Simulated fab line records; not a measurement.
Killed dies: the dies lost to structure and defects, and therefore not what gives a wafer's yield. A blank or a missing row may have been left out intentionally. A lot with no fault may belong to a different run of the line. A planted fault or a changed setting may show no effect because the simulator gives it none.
What tool caused it? -- flow berkeley_cmos170 -- Sampling: 6 lots, 18 wafers, 3 of 331 route steps

== WHAT THE GAUGES READ, wafer by wafer ==
UCB170_ACTIVE_CD_MEAS_13: the cd target is 1200 nm.
lot,measured,on,cd_nm (nm)
L284,day 4 12:45,cd_sem-02,1198.9 1196.3 1197.1
L287,day 4 21:28,cd_sem-02,1200.1 1199.2 1199.5
L290,day 6 03:27,cd_sem-01,1185.8 1185.2 1187.5
L298,day 7 14:01,cd_sem-02,1199.1 1197.7 1198.5
L302,day 8 00:53,cd_sem-01,1202.0 1201.4 1201.9
L305,day 8 21:56,cd_sem-02,1200.9 1201.4 1201.1

== WHICH TOOL RAN EACH LOT (tool, then ch and the chambers of the sampled wafers, then the start) ==
lot,UCB170_PWELL_STRIP_16,UCB170_ACTIVE_SOFTBAKE_09
L284,"plasma_asher-03 ch 0,1, day 3 04:16","litho_track-03 ch 0, day 4 12:01"
L287,"plasma_asher-02 ch 0,1, day 3 20:11","litho_track-04 ch 0, day 4 20:41"
L290,"plasma_asher-03 ch 0,1, day 4 18:46","litho_track-04 ch 0, day 6 01:58"
L298,"plasma_asher-02 ch 1, day 6 09:25","litho_track-02 ch 0, day 7 13:10"
L302,"plasma_asher-01 ch 0,1, day 6 23:41","litho_track-02 ch 0, day 8 00:13"
L305,"plasma_asher-03 ch 0,1, day 7 19:14","litho_track-03 ch 0, day 8 21:16"
- UCB170_PWELL_STRIP_16: strips in O2.
- UCB170_ACTIVE_SOFTBAKE_09: time 60 s.

== THE ANSWER, worked out from the rows above alone ==
Rule: the lots themselves supply what counts as usual. Put in order of their means at a reading, lots are off if they are a third of the lots or fewer, leave a main group of 4 or more, and stand apart from it by a gap of 3 or more times the standard deviation of the main group's means; of several such gaps the widest counts. If all means in a main group match to the digits the tables above print for the reading, that group is not used. Also off: a lot with no number at a reading for which 4 or more lots have one. Any other lot the step has rows for is counted as sound.
Off: L290 (UCB170_ACTIVE_CD_MEAS_13, cd_nm). The main group: mean 1199.7 nm, standard deviation 1.6.
A tool fits if, at a process step before that reading, it ran every lot that is off, and no sound lot after the first of them. Those tools and the gauges at UCB170_ACTIVE_CD_MEAS_13 are tried in the same way. One fits: litho_track-04 at UCB170_ACTIVE_SOFTBAKE_09. Its last sound lot is L287 (day 4 20:41), its first lot that is off L290 (day 6 01:58): a fault that began between those two fits.

== WHAT WAS PUT IN BY THE SIMULATOR ==
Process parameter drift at UCB170_ACTIVE_SOFTBAKE_09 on litho_track-04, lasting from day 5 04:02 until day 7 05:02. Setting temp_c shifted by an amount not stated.
Shown lots that were struck: L290. The rule above reached the same finding.
